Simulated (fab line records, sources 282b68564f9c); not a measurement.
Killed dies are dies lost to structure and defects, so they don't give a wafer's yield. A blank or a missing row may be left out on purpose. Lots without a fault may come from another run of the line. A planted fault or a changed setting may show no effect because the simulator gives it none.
Which tool did it? | flow rit_cmos | 14 lots, 42 wafers sampled, at 3 steps of a route of 202

WHAT THE GAUGES READ, wafer by wafer
RIT_NWELL_TW_MEAS_10.
lot  | measured    | on            | NWELL_TW
L761 | day 2 01:11 | film_metro-03 | 2091 2100 2097
L762 | day 2 04:46 | film_metro-04 | 2127 2141 2141
L763 | day 2 08:25 | film_metro-03 | 2100 2107 2106
L764 | day 2 12:15 | film_metro-03 | 2100 2112 2106
L765 | day 2 18:22 | film_metro-03 | 2101 2099 2109
L766 | day 2 22:02 | film_metro-03 | 2108 2101 2097
L767 | day 3 04:17 | film_metro-04 | 2133 2117 2134
L768 | day 3 07:44 | film_metro-02 | 2112 2118 2114
L769 | day 3 13:45 | film_metro-02 | 2105 2116 2115
L770 | day 3 18:53 | film_metro-02 | 2123 2110 2113
L776 | day 5 00:29 | film_metro-03 | 2107 2114 2111
L777 | day 5 05:48 | film_metro-02 | 1869 1869 1867
L778 | day 5 09:46 | film_metro-04 | 1886 1892 1887
L783 | day 6 11:49 | film_metro-04 | 2144 2136 2140

RIT_WELLDRIVE_RS_MEAS_01: measures by four-point-probe.
lot  | measured    | on            | NWELL_RS (ohm/sq)
L761 | day 2 08:35 | film_metro-02 | 276.9 276.4 276.1
L762 | day 2 13:13 | film_metro-03 | 274.8 275.0 274.8
L763 | day 2 15:17 | film_metro-02 | 276.2 275.1 275.6
L764 | day 2 19:23 | film_metro-03 | 275.0 275.2 275.0
L765 | day 3 01:04 | film_metro-02 | 274.9 275.5 274.4
L766 | day 3 06:10 | film_metro-04 | 274.4 275.3 275.4
L767 | day 3 11:08 | film_metro-02 | 275.4 275.5 276.2
L768 | day 3 14:26 | film_metro-04 | 274.4 273.7 274.1
L769 | day 3 20:34 | film_metro-02 | 274.8 274.6 274.2
L770 | day 4 01:42 | film_metro-04 | 275.2 275.7 275.9
L776 | day 5 08:15 | film_metro-04 | 273.7 273.6 274.7
L777 | day 5 12:37 | film_metro-02 | 349.9 350.6 349.5
L778 | day 5 16:36 | film_metro-03 | 348.8 350.3 350.0
L783 | day 6 18:32 | film_metro-02 | 275.3 275.3 274.9

WHICH TOOL RAN EACH LOT (tool, then ch and the chambers of the sampled wafers, then the start)
lot  | RIT_NWELL_IMPLANT_08
L761 | implanter-04 ch 0, day 2 00:52
L762 | implanter-01 ch 0, day 2 04:28
L763 | implanter-04 ch 0, day 2 08:05
L764 | implanter-04 ch 0, day 2 11:56
L765 | implanter-04 ch 0, day 2 18:03
L766 | implanter-03 ch 0, day 2 21:44
L767 | implanter-01 ch 0, day 3 03:59
L768 | implanter-03 ch 0, day 3 07:25
L769 | implanter-01 ch 0, day 3 13:26
L770 | implanter-03 ch 0, day 3 18:34
L776 | implanter-04 ch 0, day 5 00:09
L777 | implanter-04 ch 0, day 5 05:29
L778 | implanter-04 ch 0, day 5 09:28
L783 | implanter-01 ch 0, day 6 11:31
- RIT_NWELL_IMPLANT_08

WHAT THE TOOLS THEMSELVES READ (means of the sampled wafers that have a number; where no wafer has one, the mark that the record gives instead)
RIT_NWELL_IMPLANT_08.
lot  | tool         | dose_ions_cm2 | faraday_current_uA
L761 | implanter-04 | 5.003e+13     | 158
L762 | implanter-01 | 5.003e+13     | 160
L763 | implanter-04 | 4.996e+13     | 157
L764 | implanter-04 | 5.006e+13     | 157
L765 | implanter-04 | 4.997e+13     | 164
L766 | implanter-03 | 4.996e+13     | 159
L767 | implanter-01 | 5.000e+13     | 159
L768 | implanter-03 | 5.008e+13     | 158
L769 | implanter-01 | 4.999e+13     | 158
L770 | implanter-03 | 4.992e+13     | 160
L776 | implanter-04 | 5.003e+13     | 155
L777 | implanter-04 | 3.396e+13     | 109
L778 | implanter-04 | 3.387e+13     | 107
L783 | implanter-01 | 4.997e+13     | 159

THE ANSWER, worked out from the rows above alone
Rule: what is usual is taken from the lots themselves. Put in order of their means at a reading, lots are off if they are a third of the lots or fewer, leave a main group of 4 or more, and stand apart from it by a gap of 3 or more times the standard deviation of the main group's means; of several such gaps the widest counts. A main group whose means are all the same, to the digits that the tables above print for the reading, isn't used. A lot without any number at a reading at which 4 lots or more have one is off too. The other lots that the step has rows for count as sound. The gauges are gone through in route order, then the tools' own readings, and for those a lot's mean is taken as printed above. The first step at which some lot is off is used, and at that step the reading that is off furthest; a lot without a number counts as furthest.
Off: L777, L778, at RIT_NWELL_TW_MEAS_10 (NWELL_TW). The main group: mean 2114, standard deviation 13.
A tool fits if, at a process step before that reading, it ran every lot that is off, and no sound lot after the first of them. The gauges at RIT_NWELL_TW_MEAS_10 aren't tried: what is off there is off at RIT_NWELL_IMPLANT_08 too, on other tools, and a gauge's error can't cause that. One fits: implanter-04 at RIT_NWELL_IMPLANT_08. Its last sound lot is L776 (day 5 00:09), its first lot that is off L777 (day 5 05:29): a fault that began between those two fits.
The tool's own readings at RIT_NWELL_IMPLANT_08 bear it out: on the lots that are off they differ by more than 5 times the standard deviation of the sound lots' means. dose_ions_cm2 reads 3.392e+13 there against 5.000e+13 on the sound lots; faraday_current_uA reads 108 there against 159 on the sound lots.

WHAT THE SIMULATOR HAD PUT IN
Process parameter drift: implanter-04, from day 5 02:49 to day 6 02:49, at RIT_NWELL_IMPLANT_08. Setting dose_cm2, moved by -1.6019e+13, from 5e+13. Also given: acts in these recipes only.
Lots struck among those shown: L777, L778. The rule above found the same.
